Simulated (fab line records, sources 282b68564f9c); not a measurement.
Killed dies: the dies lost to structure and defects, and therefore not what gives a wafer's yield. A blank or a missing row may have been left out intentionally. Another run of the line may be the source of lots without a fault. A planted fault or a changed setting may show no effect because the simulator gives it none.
Comparing a struck lot with a sound one :: flow rit-cmos :: 44 out of 202 route steps
Sound: the wafers L217.1, L217.5, L217.6. Struck: wafers L223.3, L223.5 (left out: L223.2, a lot-mate that was not struck); the cause follows at the end.
For every step that has rows: the tool of each side, followed by ch and its chambers, followed by its first start. Under that, the readings that differ: sound wafers :: struck wafers :: difference of the means :: sigmas: that difference in standard deviations of wafers without a fault.
alike: a reading whose means differ by less than 2 such deviations, as well as words and numbers matching on both sides. not compared: withheld readings; readings where some wafer has no value; bounds like >300 that might hide an equal value; numbers whose values overlap and for which the record gives no deviation.
A row with sigmas, a row that says differs or no value, or rows on one side alone: a step with any of these is where the two part. When numbers do not overlap yet have no deviation, they are printed without sigmas and do not part them. A reading missing from all wafers of one side parts the sides only when that side holds two or more wafers.

first, 2 steps without rows for these wafers: RIT_PLDD_PEB_04; RIT_PLDD_DEVELOP_05 (develop time 50 s).
RIT_PLDD_OVL_MEAS_06:
  struck on overlay-01, day 4 03:34; sound on overlay-02, day 2 20:10
  alike: PLDD_OVL
then, 2 steps without rows for these wafers: RIT_PLDD_HARDBAKE_07 (time 60 s); RIT_PLDD_IMPLANT_08.
RIT_PLDD_STRIP_09: strips in O2, time 180 s.
  sound on plasma-asher-03 ch 0,1, day 2 20:29; struck on plasma-asher-03 ch 0, day 4 03:54
  alike: drypump-motor-current-A
  not compared: rf-hours-counter-h
RIT_PLDD_TW_MEAS_10:
  struck on film-metro-01, day 4 04:05; sound on film-metro-03, day 2 20:40
  alike: PLDD_TW
then, 4 steps without rows for these wafers: RIT_SPACER_CLEAN_00 (cleans in SC1, time 600 s); RIT_SPACER_CLEAN_01 (cleans in dHF, time 30 s); RIT_SPACER_CLEAN_02 (cleans in SC2, time 600 s); RIT_SPACER_CVD_03 (deposits Si3N4 from SiH2Cl2/NH3, target thk 250 nm, time 3300 s).
RIT_SPACER_THK_MEAS_04:
  struck on film-metro-02, day 4 06:26; sound on film-metro-02, day 2 23:01
  alike: SPACER_NITRIDE_THK
RIT_SPACER_ETCHBACK_05: etches Si3N4 in SF6/CHF3, stops on SiO2, target depth 250 nm, time 240 s.
  sound on rie-diel-03 ch 0,3, day 2 23:04; struck on rie-diel-04 ch 2, day 4 06:29
reading: rf-fwd-power-W (W)
sound: 250.0 249.4 249.6
struck: 288.2 290.3
difference: +39.6
sigmas: +55

reading: model.poly-Si_of_GATE_CVD_08.thk-nm (nm)
sound: 170 169.7 169.1
struck: 165.2 166.6
difference: -3.7
sigmas: 

reading: model.Si3N4_of_SPACER_CVD_03.thk-nm (nm)
sound: 197 195.4 196
struck: 193.2 192.8
difference: -3.1
sigmas: 
  alike: drypump-motor-current-A, oes-product-au, throttle-valve-pct
  not compared: rf-hours-counter-h
then, 6 steps without rows for these wafers: RIT_NSD_HMDS_00 (prime time 60 s); RIT_NSD_COAT_01 (resist thk 1000 nm); RIT_NSD_SOFTBAKE_02 (time 60 s); RIT_NSD_EXPOSE_03 (exposes mask M9, target cd 40700 nm); RIT_NSD_PEB_04; RIT_NSD_DEVELOP_05 (develop time 50 s).
RIT_NSD_OVL_MEAS_06:
  struck on overlay-01, day 4 07:38; sound on overlay-02, day 3 00:07
  alike: NSD_OVL
then, 2 steps without rows for these wafers: RIT_NSD_HARDBAKE_07 (time 60 s); RIT_NSD_IMPLANT_08.
RIT_NSD_STRIP_09: strips in O2, time 180 s.
  sound on plasma-asher-01 ch 0,1, day 3 00:27; struck on plasma-asher-04 ch 0,1, day 4 08:01
  alike: drypump-motor-current-A
  not compared: rf-hours-counter-h
RIT_NSD_TW_MEAS_10:
  struck on film-metro-03, day 4 08:11; sound on film-metro-03, day 3 00:37
  alike: NSD_TW
then, 6 steps without rows for these wafers: RIT_PSD_HMDS_00 (prime time 60 s); RIT_PSD_COAT_01 (resist thk 1000 nm); RIT_PSD_SOFTBAKE_02 (time 60 s); RIT_PSD_EXPOSE_03 (exposes mask M10, target cd 40900 nm); RIT_PSD_PEB_04; RIT_PSD_DEVELOP_05 (develop time 50 s).
RIT_PSD_OVL_MEAS_06:
  struck on overlay-02, day 4 09:06; sound on overlay-02, day 3 01:32
  alike: PSD_OVL
then, 2 steps without rows for these wafers: RIT_PSD_HARDBAKE_07 (time 60 s); RIT_PSD_IMPLANT_08.
RIT_PSD_STRIP_09: strips in O2, time 180 s.
  sound on plasma-asher-01 ch 0,1, day 3 01:52; struck on plasma-asher-03 ch 1, day 4 09:26
  alike: drypump-motor-current-A
  not compared: rf-hours-counter-h
RIT_PSD_TW_MEAS_10:
  struck on film-metro-01, day 4 09:37; sound on film-metro-03, day 3 02:02
reading: PSD_TW
sound: 3411 3396 3427
struck: 3443 3466
difference: +43
sigmas: +2
then, 2 steps without rows for these wafers: RIT_SDANNEAL_CLEAN_00 (cleans in SC1, time 600 s); RIT_SDANNEAL_CLEAN_01 (cleans in dHF, time 30 s).
RIT_SDANNEAL_CLEAN_02: cleans in SC2, time 600 s.
  sound on wet-bench-04 ch 2, day 3 02:19; struck on wet-bench-02 ch 0, day 4 09:52
reading: model.poly-Si_of_GATE_CVD_08.thk-nm (nm)
sound: 165.5 165.3 164.7
struck: 160.8 162.2
difference: -3.7
sigmas: 
RIT_SDANNEAL_RTA_03: time 5 s.
  sound on rtp-anneal-01 ch 0, day 3 02:30; struck on rtp-anneal-01 ch 0, day 4 10:02
  alike: wafer_temp_C_max
RIT_SDANNEAL_RS_MEAS_04: the measuring method here is four-point-probe.
  struck on film-metro-04, day 4 10:07; sound on film-metro-01, day 3 02:34
reading: PSD_RS (ohm/sq)
sound: 115.3 114.9 114.9
struck: 115.7 116.2
difference: +0.9
sigmas: +3
RIT_SDANNEAL_RS_MEAS_05: the measuring method here is four-point-probe.
  struck on film-metro-04, day 4 10:14; sound on film-metro-01, day 3 02:41
  alike: NSD_RS
RIT_SDANNEAL_RS_MEAS_06: the measuring method here is four-point-probe.
  struck on film-metro-04, day 4 10:21; sound on film-metro-01, day 3 02:48
  alike: PLDD_RS
RIT_SILICIDE_WET_ETCH_00: etches SiO2 in BOE, target depth 14 nm, time 15 s.
  sound on wet-bench-01 ch 3, day 3 03:02; struck on wet-bench-01 ch 0, day 4 10:34
reading: model.Si3N4_of_SPACER_CVD_03.thk-nm (nm)
sound: 195.8 194.2 194.9
struck: 192 191.7
difference: -3
sigmas: 
RIT_M1_PROBE_99:
  struck on prober-02, day 4 18:12; sound on prober-01, day 3 10:27
reading: killed-at-contacts
sound: 0 0 0
struck: 1 0
difference: +0
sigmas: +2

reading: killed-dies
sound: 5 3 6
struck: 12 10
difference: +6
sigmas: +2

reading: model.etest.nmos_0p15.r-on-ohm-um
sound: 1098 1117 1113
struck: 1229 1210
difference: +110
sigmas: 

reading: model.etest.nmos_0p3.r-on-ohm-um
sound: 2078 2110 2124
struck: 2234 2217
difference: +122
sigmas: 

reading: model.etest.nplus-sal.width-nm (nm)
sound: 3452 3474 3458
struck: 3534 3510
difference: +61
sigmas: 

reading: model.etest.pplus-sal.width-nm (nm)
sound: 3448 3464 3448
struck: 3503 3514
difference: +55
sigmas: 

reading: model.etest.pwell-pinched.rs-ohm-sq
sound: 454.2 453.6 458
struck: 466.6 466.7
difference: +11.4
sigmas: 

reading: model.etest.nwell-pinched.rs-ohm-sq
sound: 339.9 339.4 338.1
struck: 351.2 350
difference: +11.5
sigmas: 

reading: model.etest.diode-pplus-nwell.bv-v (V)
sound: 6.586 6.629 6.59
struck: 6.694 6.675
difference: +0.083
sigmas: 
  alike: killed-at-front-end, killed-open, killed-short
  not compared: model.etest.nmos_0p15.tox-inv-nm

## WHERE THEY PART
First at RIT_SPACER_ETCHBACK_05; last, within this record, at RIT_M1_PROBE_99.

WHY: whatever the simulator had introduced
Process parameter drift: rie-diel-04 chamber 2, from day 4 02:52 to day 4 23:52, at RIT_SPACER_ETCHBACK_05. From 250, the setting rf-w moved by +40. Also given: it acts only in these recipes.
